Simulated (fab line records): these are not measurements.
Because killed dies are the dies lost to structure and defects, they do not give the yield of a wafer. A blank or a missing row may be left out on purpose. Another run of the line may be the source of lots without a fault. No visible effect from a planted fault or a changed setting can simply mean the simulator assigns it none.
Code-filled problem report in 8D (eight disciplines) form -- flow berkeley-cmos170 -- the parts of the form that need people (team, actions taken, sign-off) are left out

1. PROBLEM STATEMENT
Wafers without a fault read 653.0, standard deviation 0.76; wafer_temp_C_max at UCB170_SILICIDE_RTA_04 reads a mean of 683.5 on 6 wafers belonging to 2 lots. That puts it +40 standard deviations away from the usual mean.
The step: time 15 s.
The first sign was on wafer L720.2 at day 11 04:11, on rtp-anneal-01. The record has a number at this step for 39 wafers belonging to 13 lots. Rule for "out" (also "out of limits"): further than 4 standard deviations from the usual mean. All remaining wafers that have a number are taken as sound.

2. WHAT IT IS AND WHAT IT IS NOT
question,is,is not
which readings at this step,"wafer_temp_C_max, lamp-power-pct",-
which lots,"L720, L723","L706, L707, L708, L709, L710, L711, L712, L713, L714, L726, L728"
which wafers of those lots,all that have a number,-
read on which tools,rtp-anneal-01,rtp-anneal-02
when,from day 11 04:11,"up to then (27 sound wafers); but 6 sound wafers of L726, L728 came after"

3. THE SUSPECTS, EACH WITH WHAT RULES IT OUT
Counting: a tool at a process step up to the reading stays a suspect if it ran every lot that is out and no sound lot after the first of them.
- rtp-anneal-01 at UCB170_SILICIDE_RTA_04 (time 15 s): kept. It processed each lot that is out, first L720 at day 11 04:11, and no sound lot thereafter; up to then, the last sound lot it processed was L713 at day 9 21:39. On those wafers its own readings are out: lamp-power-pct, wafer_temp_C_max.
The count leaves rtp-anneal-01 at UCB170_SILICIDE_RTA_04.

4. THE CAUSE (what the simulator had put in)
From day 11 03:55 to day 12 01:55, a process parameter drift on rtp-anneal-01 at UCB170_SILICIDE_RTA_04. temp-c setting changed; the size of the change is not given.
After counting, this tool was the only one left.

5. THE EFFECT CHAIN, in route order
Each row: a reading whose mean over the struck wafers that have a number lies more than 3 standard deviations from the usual. Only readings for which the record gives a usual standard deviation are gone through. hours: the time from each lot's start at the first step in this table that gives one to its start at this step, as a median over the lots. sigmas: the change in usual standard deviations.
hours,step,reading,usual,on struck wafers,change,sigmas
0,UCB170_SILICIDE_RTA_04,lamp-power-pct,9.45 %,10.36,+0.91,+7.0
0,UCB170_SILICIDE_RTA_04,wafer_temp_C_max,653.0,683.5,+30.5,+40
The process steps in it:
- UCB170_SILICIDE_RTA_04: time 15 s.

6. HOW IT WOULD HAVE BEEN CAUGHT EARLIER
In this record the first reading out of limits was taken at day 11 04:11, 0 hours after the fault began at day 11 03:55.
